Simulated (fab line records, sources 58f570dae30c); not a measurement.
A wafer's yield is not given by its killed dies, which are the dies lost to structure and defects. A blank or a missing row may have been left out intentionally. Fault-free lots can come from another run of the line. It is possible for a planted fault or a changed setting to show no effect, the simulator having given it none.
Which tool did it? || flow berkeley_cmos170 || 13 lots with 39 wafers sampled at 6 steps, on a route of 331 steps

WHAT EACH GAUGE READ, for each wafer
UCB170_NWELL_THK_MEAS_05.
{"lot": "L721", "measured": "day 2 05:46", "on": "film_metro-01", "NWELL_NITRIDE_THK (nm)": "228.4 229.3 228.9"}
{"lot": "L722", "measured": "day 2 15:53", "on": "film_metro-04", "NWELL_NITRIDE_THK (nm)": "223.7 224.3 227.6"}
{"lot": "L723", "measured": "day 2 21:20", "on": "film_metro-04", "NWELL_NITRIDE_THK (nm)": "223.9 225.2 223.8"}
{"lot": "L724", "measured": "day 2 21:21", "on": "film_metro-02", "NWELL_NITRIDE_THK (nm)": "223.0 224.8 225.4"}
{"lot": "L725", "measured": "day 3 05:47", "on": "film_metro-02", "NWELL_NITRIDE_THK (nm)": "225.1 224.3 225.1"}
{"lot": "L726", "measured": "day 3 05:47", "on": "film_metro-04", "NWELL_NITRIDE_THK (nm)": "225.1 226.1 224.6"}
{"lot": "L727", "measured": "day 3 08:26", "on": "film_metro-02", "NWELL_NITRIDE_THK (nm)": "227.1 227.0 224.5"}
{"lot": "L728", "measured": "day 3 15:26", "on": "film_metro-01", "NWELL_NITRIDE_THK (nm)": "225.7 225.5 224.4"}
{"lot": "L730", "measured": "day 3 22:49", "on": "film_metro-02", "NWELL_NITRIDE_THK (nm)": "225.6 225.7 225.1"}
{"lot": "L733", "measured": "day 4 11:37", "on": "film_metro-01", "NWELL_NITRIDE_THK (nm)": "191.6 189.3 189.9"}
{"lot": "L737", "measured": "day 5 11:01", "on": "film_metro-01", "NWELL_NITRIDE_THK (nm)": "224.7 221.6 223.0"}
{"lot": "L738", "measured": "day 5 15:05", "on": "film_metro-04", "NWELL_NITRIDE_THK (nm)": "220.6 220.7 221.1"}
{"lot": "L741", "measured": "day 6 08:16", "on": "film_metro-01", "NWELL_NITRIDE_THK (nm)": "222.2 221.2 222.9"}

UCB170_PWELL_TW_MEAS_17.
{"lot": "L721", "measured": "day 3 05:13", "on": "film_metro-03", "PWELL_TW": "382.5 384.6 383.3"}
{"lot": "L722", "measured": "day 3 11:40", "on": "film_metro-01", "PWELL_TW": "382.1 381.3 381.7"}
{"lot": "L723", "measured": "day 3 14:23", "on": "film_metro-04", "PWELL_TW": "376.9 377.4 375.0"}
{"lot": "L724", "measured": "day 3 14:08", "on": "film_metro-01", "PWELL_TW": "378.6 379.5 380.8"}
{"lot": "L725", "measured": "day 4 01:11", "on": "film_metro-03", "PWELL_TW": "382.2 383.6 383.1"}
{"lot": "L726", "measured": "day 4 01:29", "on": "film_metro-04", "PWELL_TW": "375.5 374.9 377.5"}
{"lot": "L727", "measured": "day 4 00:56", "on": "film_metro-04", "PWELL_TW": "376.9 377.7 377.1"}
{"lot": "L728", "measured": "day 4 08:31", "on": "film_metro-04", "PWELL_TW": "376.8 376.5 376.7"}
{"lot": "L730", "measured": "day 4 20:22", "on": "film_metro-04", "PWELL_TW": "377.0 375.8 374.9"}
{"lot": "L733", "measured": "day 5 07:49", "on": "film_metro-01", "PWELL_TW": "379.6 381.5 379.9"}
{"lot": "L737", "measured": "day 6 02:50", "on": "film_metro-03", "PWELL_TW": "382.2 382.7 379.4"}
{"lot": "L738", "measured": "day 6 10:16", "on": "film_metro-03", "PWELL_TW": "382.3 381.7 381.0"}
{"lot": "L741", "measured": "day 7 05:11", "on": "film_metro-03", "PWELL_TW": "383.3 380.5 383.0"}

UCB170_ACTIVE_THK_MEAS_06.
{"lot": "L721", "measured": "day 4 03:44", "on": "film_metro-03", "ACTIVE_NITRIDE_THK (nm)": "215.7 215.9 216.3"}
{"lot": "L722", "measured": "day 4 15:28", "on": "film_metro-01", "ACTIVE_NITRIDE_THK (nm)": "219.1 220.7 220.9"}
{"lot": "L723", "measured": "day 4 15:27", "on": "film_metro-02", "ACTIVE_NITRIDE_THK (nm)": "217.4 217.0 216.0"}
{"lot": "L724", "measured": "day 4 15:28", "on": "film_metro-03", "ACTIVE_NITRIDE_THK (nm)": "217.1 218.4 220.0"}
{"lot": "L725", "measured": "day 5 01:28", "on": "film_metro-02", "ACTIVE_NITRIDE_THK (nm)": "218.7 219.0 218.8"}
{"lot": "L726", "measured": "day 5 11:09", "on": "film_metro-01", "ACTIVE_NITRIDE_THK (nm)": "224.5 224.4 224.6"}
{"lot": "L727", "measured": "day 5 01:29", "on": "film_metro-03", "ACTIVE_NITRIDE_THK (nm)": "217.1 217.4 217.2"}
{"lot": "L728", "measured": "day 5 11:09", "on": "film_metro-02", "ACTIVE_NITRIDE_THK (nm)": "218.7 220.4 219.5"}
{"lot": "L730", "measured": "day 5 20:10", "on": "film_metro-03", "ACTIVE_NITRIDE_THK (nm)": "218.8 218.9 220.2"}
{"lot": "L733", "measured": "day 6 05:05", "on": "film_metro-01", "ACTIVE_NITRIDE_THK (nm)": "221.3 218.2 220.3"}
{"lot": "L737", "measured": "day 7 08:29", "on": "film_metro-01", "ACTIVE_NITRIDE_THK (nm)": "222.7 221.9 223.8"}
{"lot": "L738", "measured": "day 7 15:25", "on": "film_metro-02", "ACTIVE_NITRIDE_THK (nm)": "225.2 222.8 222.4"}
{"lot": "L741", "measured": "day 8 07:10", "on": "film_metro-03", "ACTIVE_NITRIDE_THK (nm)": "222.6 223.2 223.2"}

UCB170_PFIELD_TW_MEAS_09.
{"lot": "L721", "measured": "day 4 08:10", "on": "film_metro-04", "PFIELD_TW": "597 595 599"}
{"lot": "L722", "measured": "day 4 18:26", "on": "film_metro-02", "PFIELD_TW": "605 603 604"}
{"lot": "L723", "measured": "day 4 19:08", "on": "film_metro-04", "PFIELD_TW": "596 601 596"}
{"lot": "L724", "measured": "day 4 18:58", "on": "film_metro-01", "PFIELD_TW": "604 606 604"}
{"lot": "L725", "measured": "day 5 06:16", "on": "film_metro-02", "PFIELD_TW": "605 607 604"}
{"lot": "L726", "measured": "day 5 14:16", "on": "film_metro-04", "PFIELD_TW": "599 600 598"}
{"lot": "L727", "measured": "day 5 06:34", "on": "film_metro-04", "PFIELD_TW": "595 598 599"}
{"lot": "L728", "measured": "day 5 14:37", "on": "film_metro-02", "PFIELD_TW": "610 609 608"}
{"lot": "L730", "measured": "day 6 00:39", "on": "film_metro-02", "PFIELD_TW": "608 607 608"}
{"lot": "L733", "measured": "day 6 11:46", "on": "film_metro-04", "PFIELD_TW": "600 599 597"}
{"lot": "L737", "measured": "day 7 11:55", "on": "film_metro-01", "PFIELD_TW": "601 603 603"}
{"lot": "L738", "measured": "day 7 19:07", "on": "film_metro-01", "PFIELD_TW": "601 604 602"}
{"lot": "L741", "measured": "day 8 12:46", "on": "film_metro-01", "PFIELD_TW": "604 602 605"}

WHICH TOOL RAN EACH LOT (tool, then ch and the chambers of the sampled wafers, then the start)
{"lot": "L721", "UCB170_NWELL_CVD_04": "lpcvd-01 ch 1, day 2 03:50", "UCB170_NWELL_ETCH_13": "rie_diel-02 ch 1,2,3, day 2 07:02"}
{"lot": "L722", "UCB170_NWELL_CVD_04": "lpcvd-02 ch 0, day 2 12:58", "UCB170_NWELL_ETCH_13": "rie_diel-04 ch 0,2, day 2 17:28"}
{"lot": "L723", "UCB170_NWELL_CVD_04": "lpcvd-01 ch 1, day 2 19:24", "UCB170_NWELL_ETCH_13": "rie_diel-01 ch 1,3, day 2 22:49"}
{"lot": "L724", "UCB170_NWELL_CVD_04": "lpcvd-01 ch 1, day 2 19:24", "UCB170_NWELL_ETCH_13": "rie_diel-04 ch 0,1,2, day 2 22:32"}
{"lot": "L725", "UCB170_NWELL_CVD_04": "lpcvd-01 ch 0, day 3 02:53", "UCB170_NWELL_ETCH_13": "rie_diel-02 ch 0,2,3, day 3 06:53"}
{"lot": "L726", "UCB170_NWELL_CVD_04": "lpcvd-01 ch 1, day 3 02:53", "UCB170_NWELL_ETCH_13": "rie_diel-04 ch 2,3, day 3 07:02"}
{"lot": "L727", "UCB170_NWELL_CVD_04": "lpcvd-02 ch 1, day 3 06:28", "UCB170_NWELL_ETCH_13": "rie_diel-02 ch 0,1, day 3 09:20"}
{"lot": "L728", "UCB170_NWELL_CVD_04": "lpcvd-02 ch 0, day 3 13:30", "UCB170_NWELL_ETCH_13": "rie_diel-04 ch 0,2,3, day 3 16:24"}
{"lot": "L730", "UCB170_NWELL_CVD_04": "lpcvd-02 ch 1, day 3 20:51", "UCB170_NWELL_ETCH_13": "rie_diel-01 ch 0,1,2, day 4 01:07"}
{"lot": "L733", "UCB170_NWELL_CVD_04": "lpcvd-02 ch 0, day 4 09:40", "UCB170_NWELL_ETCH_13": "rie_diel-02 ch 0,1,3, day 4 13:19"}
{"lot": "L737", "UCB170_NWELL_CVD_04": "lpcvd-01 ch 0, day 5 09:05", "UCB170_NWELL_ETCH_13": "rie_diel-02 ch 1,2,3, day 5 12:35"}
{"lot": "L738", "UCB170_NWELL_CVD_04": "lpcvd-01 ch 1, day 5 13:08", "UCB170_NWELL_ETCH_13": "rie_diel-01 ch 0,1,2, day 5 16:29"}
{"lot": "L741", "UCB170_NWELL_CVD_04": "lpcvd-01 ch 0, day 6 06:18", "UCB170_NWELL_ETCH_13": "rie_diel-01 ch 0,1, day 6 10:13"}
- UCB170_NWELL_CVD_04: deposits Si3N4 from SiH2Cl2/NH3, target thk 224 nm, time 3360 s.
- UCB170_NWELL_ETCH_13: etches Si3N4 in CH3F/Ar/O2, stops on SiO2, target depth 246.4 nm, time 154 s.

WHAT THE TOOLS THEMSELVES READ (means of the sampled wafers that have a number; where no wafer has one, the mark that the record gives instead)
UCB170_NWELL_CVD_04.
{"lot": "L721", "tool": "lpcvd-01", "nh3_flow_sccm (sccm)": 75.19, "zone_power_centre_pct (%)": 40, "zone_power_source_pct (%)": 20.1}
{"lot": "L722", "tool": "lpcvd-02", "nh3_flow_sccm (sccm)": 75.11, "zone_power_centre_pct (%)": 34, "zone_power_source_pct (%)": 20.3}
{"lot": "L723", "tool": "lpcvd-01", "nh3_flow_sccm (sccm)": 75.04, "zone_power_centre_pct (%)": 40, "zone_power_source_pct (%)": 20.0}
{"lot": "L724", "tool": "lpcvd-01", "nh3_flow_sccm (sccm)": 74.93, "zone_power_centre_pct (%)": 40, "zone_power_source_pct (%)": 20.1}
{"lot": "L725", "tool": "lpcvd-01", "nh3_flow_sccm (sccm)": 75.16, "zone_power_centre_pct (%)": 34, "zone_power_source_pct (%)": 21.5}
{"lot": "L726", "tool": "lpcvd-01", "nh3_flow_sccm (sccm)": 75.12, "zone_power_centre_pct (%)": 39, "zone_power_source_pct (%)": 20.2}
{"lot": "L727", "tool": "lpcvd-02", "nh3_flow_sccm (sccm)": 74.88, "zone_power_centre_pct (%)": 41, "zone_power_source_pct (%)": 24.4}
{"lot": "L728", "tool": "lpcvd-02", "nh3_flow_sccm (sccm)": 74.77, "zone_power_centre_pct (%)": 34, "zone_power_source_pct (%)": 20.2}
{"lot": "L730", "tool": "lpcvd-02", "nh3_flow_sccm (sccm)": 75.08, "zone_power_centre_pct (%)": 42, "zone_power_source_pct (%)": 24.4}
{"lot": "L733", "tool": "lpcvd-02", "nh3_flow_sccm (sccm)": 60.13, "zone_power_centre_pct (%)": 34, "zone_power_source_pct (%)": 20.3}
{"lot": "L737", "tool": "lpcvd-01", "nh3_flow_sccm (sccm)": 74.97, "zone_power_centre_pct (%)": 34, "zone_power_source_pct (%)": 21.5}
{"lot": "L738", "tool": "lpcvd-01", "nh3_flow_sccm (sccm)": 75.34, "zone_power_centre_pct (%)": 40, "zone_power_source_pct (%)": 20.0}
{"lot": "L741", "tool": "lpcvd-01", "nh3_flow_sccm (sccm)": 75.21, "zone_power_centre_pct (%)": 34, "zone_power_source_pct (%)": 21.4}

UCB170_NWELL_ETCH_13.
{"lot": "L721", "tool": "rie_diel-02", "drypump_motor_current_A (A)": 5.4, "oes_product_au (a.u.)": 0.956, "throttle_valve_pct (%)": 8.12}
{"lot": "L722", "tool": "rie_diel-04", "drypump_motor_current_A (A)": 6.0, "oes_product_au (a.u.)": 0.946, "throttle_valve_pct (%)": 7.96}
{"lot": "L723", "tool": "rie_diel-01", "drypump_motor_current_A (A)": 5.6, "oes_product_au (a.u.)": 0.946, "throttle_valve_pct (%)": 8.03}
{"lot": "L724", "tool": "rie_diel-04", "drypump_motor_current_A (A)": 5.7, "oes_product_au (a.u.)": 0.937, "throttle_valve_pct (%)": 7.93}
{"lot": "L725", "tool": "rie_diel-02", "drypump_motor_current_A (A)": 5.6, "oes_product_au (a.u.)": 0.947, "throttle_valve_pct (%)": 8.12}
{"lot": "L726", "tool": "rie_diel-04", "drypump_motor_current_A (A)": 5.9, "oes_product_au (a.u.)": 0.939, "throttle_valve_pct (%)": 8.12}
{"lot": "L727", "tool": "rie_diel-02", "drypump_motor_current_A (A)": 5.4, "oes_product_au (a.u.)": 0.947, "throttle_valve_pct (%)": 8.06}
{"lot": "L728", "tool": "rie_diel-04", "drypump_motor_current_A (A)": 5.9, "oes_product_au (a.u.)": 0.950, "throttle_valve_pct (%)": 8.01}
{"lot": "L730", "tool": "rie_diel-01", "drypump_motor_current_A (A)": 5.6, "oes_product_au (a.u.)": 0.945, "throttle_valve_pct (%)": 8.17}
{"lot": "L733", "tool": "rie_diel-02", "drypump_motor_current_A (A)": 5.6, "oes_product_au (a.u.)": 0.855, "throttle_valve_pct (%)": 8.09}
{"lot": "L737", "tool": "rie_diel-02", "drypump_motor_current_A (A)": 5.4, "oes_product_au (a.u.)": 0.944, "throttle_valve_pct (%)": 8.12}
{"lot": "L738", "tool": "rie_diel-01", "drypump_motor_current_A (A)": 5.5, "oes_product_au (a.u.)": 0.928, "throttle_valve_pct (%)": 8.16}
{"lot": "L741", "tool": "rie_diel-01", "drypump_motor_current_A (A)": 5.2, "oes_product_au (a.u.)": 0.938, "throttle_valve_pct (%)": 8.11}

THE ANSWER, worked out from the rows above alone
Rule: the usual values come from the lots themselves. The widest of any qualifying gaps counts: lots, ordered by their means at a reading, are off when they make up no more than a third of the lots, leave a main group of 4 or more, and stand apart from it by 3 or more times the standard deviation of that group's means. Not used: any main group whose means are identical at the precision the tables above print for the reading. Also off: a lot with no number at a reading for which 4 or more lots have one. All remaining lots with rows at the step are treated as sound. After the gauges, taken in route order, come the tools' own readings; for these a lot's mean is taken, as printed above. At the first step where some lot is off, the reading lying furthest off is the one used; lots without a number count as furthest.
Off: L733, at UCB170_NWELL_THK_MEAS_05 (NWELL_NITRIDE_THK). Mean 224.6 nm and standard deviation 2 in the main group.
A tool fits if, at a process step before that reading, it ran every lot that is off, and no sound lot after the first of them. Not tried: the gauges at UCB170_NWELL_THK_MEAS_05; whatever is off there is also off at UCB170_NWELL_CVD_04, on other tools, and gauge error can't account for it. One fits: lpcvd-02 at UCB170_NWELL_CVD_04. Its last sound lot is L730 (day 3 20:51), its first lot that is off L733 (day 4 09:40): a fault that began between those two fits.
The tool's own readings at UCB170_NWELL_CVD_04 bear it out: on the lots that are off they differ by more than 5 times the standard deviation of the sound lots' means. nh3_flow_sccm reads 60.13 sccm there against 75.07 sccm on the sound lots.

WHAT THE SIMULATOR HAD PUT IN
lpcvd-02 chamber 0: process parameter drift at UCB170_NWELL_CVD_04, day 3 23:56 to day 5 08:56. The setting nh3_flow_sccm was moved by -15, starting from 75. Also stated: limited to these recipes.
Lots struck among those shown: L733. This agrees with what the rule above found.
